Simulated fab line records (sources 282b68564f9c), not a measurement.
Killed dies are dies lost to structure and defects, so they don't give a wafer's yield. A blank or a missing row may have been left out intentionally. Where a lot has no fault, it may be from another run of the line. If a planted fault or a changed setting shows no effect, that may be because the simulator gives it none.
One fault seen from 2 desks ; flow rit cmos ; only its own numbers are on each desk; what lay behind them is given at the end

METROLOGY DESK
Lot by lot, what the gauges showed, no matter which tool ran the lot: averages of those sampled wafers that carry a number. The brackets show how far a lot's mean lies from the usual mean; more than 4 standard deviations puts the lot out of limits, marked OUT.
Columns: A = SILICIDE_TI_RS at RIT_SILICIDE_RS_MEAS_02, usual 47.8 ohm/sq; B = SILICIDE_TI_THK at RIT_SILICIDE_THK_MEAS_03, usual 30.0 nm
lot;first seen here;A;B
L331;day 3 14:38;47.6;30.0
L332;day 3 23:59;47.5;30.2
L333;day 4 05:21;48.0;29.9
L334;day 4 09:55;47.6;30.1
L335;day 4 13:38;47.8;29.9
L336;day 4 19:06;47.9;29.9
L337;day 5 00:46;48.0;30.0
L338;day 5 04:36;47.4;30.1
L340;day 5 14:30;47.9;29.8
L341;day 5 19:17;48.5;29.5
L342;day 5 23:37;46.6;30.7
L344;day 6 11:20;46.4;30.6
L346;day 6 18:11;48.1;29.8
L350;day 7 16:13;48.2;29.6
L352;day 8 05:00;47.1;30.2
This desk's verdict: no lot among the 15 shows anything out of limits.

TOOL OWNER'S DESK, pvd sputter-03
The tool's own readings at RIT_SILICIDE_SPUTTER_01 (material Ti, target thk 30 nm, time 240 s): means of the sampled wafers that have a number, for each lot that ran on this tool. The brackets show how far a lot's mean lies from the usual mean; more than 4 standard deviations puts the lot out of limits, marked OUT.
Columns: A = throttle valve pct at RIT_SILICIDE_SPUTTER_01, usual 29.6 %
lot;first seen here;A
L331;day 3 14:28;29.7
L332;day 3 23:49;29.7
L334;day 4 09:45;29.9
L336;day 4 18:57;29.1
L338;day 5 04:27;29.6
L340;day 5 14:21;30.2
L342;day 5 23:27;29.7
L344;day 6 11:11;29.8
L346;day 6 18:02;29.8
This desk's verdict: no lot among the 9 shows anything out of limits.

PUT TOGETHER
At the metrology desk, nothing out of limits was observed.
The desk of the tool owner found nothing out of limits.

WHAT THE SIMULATOR HAD PUT IN
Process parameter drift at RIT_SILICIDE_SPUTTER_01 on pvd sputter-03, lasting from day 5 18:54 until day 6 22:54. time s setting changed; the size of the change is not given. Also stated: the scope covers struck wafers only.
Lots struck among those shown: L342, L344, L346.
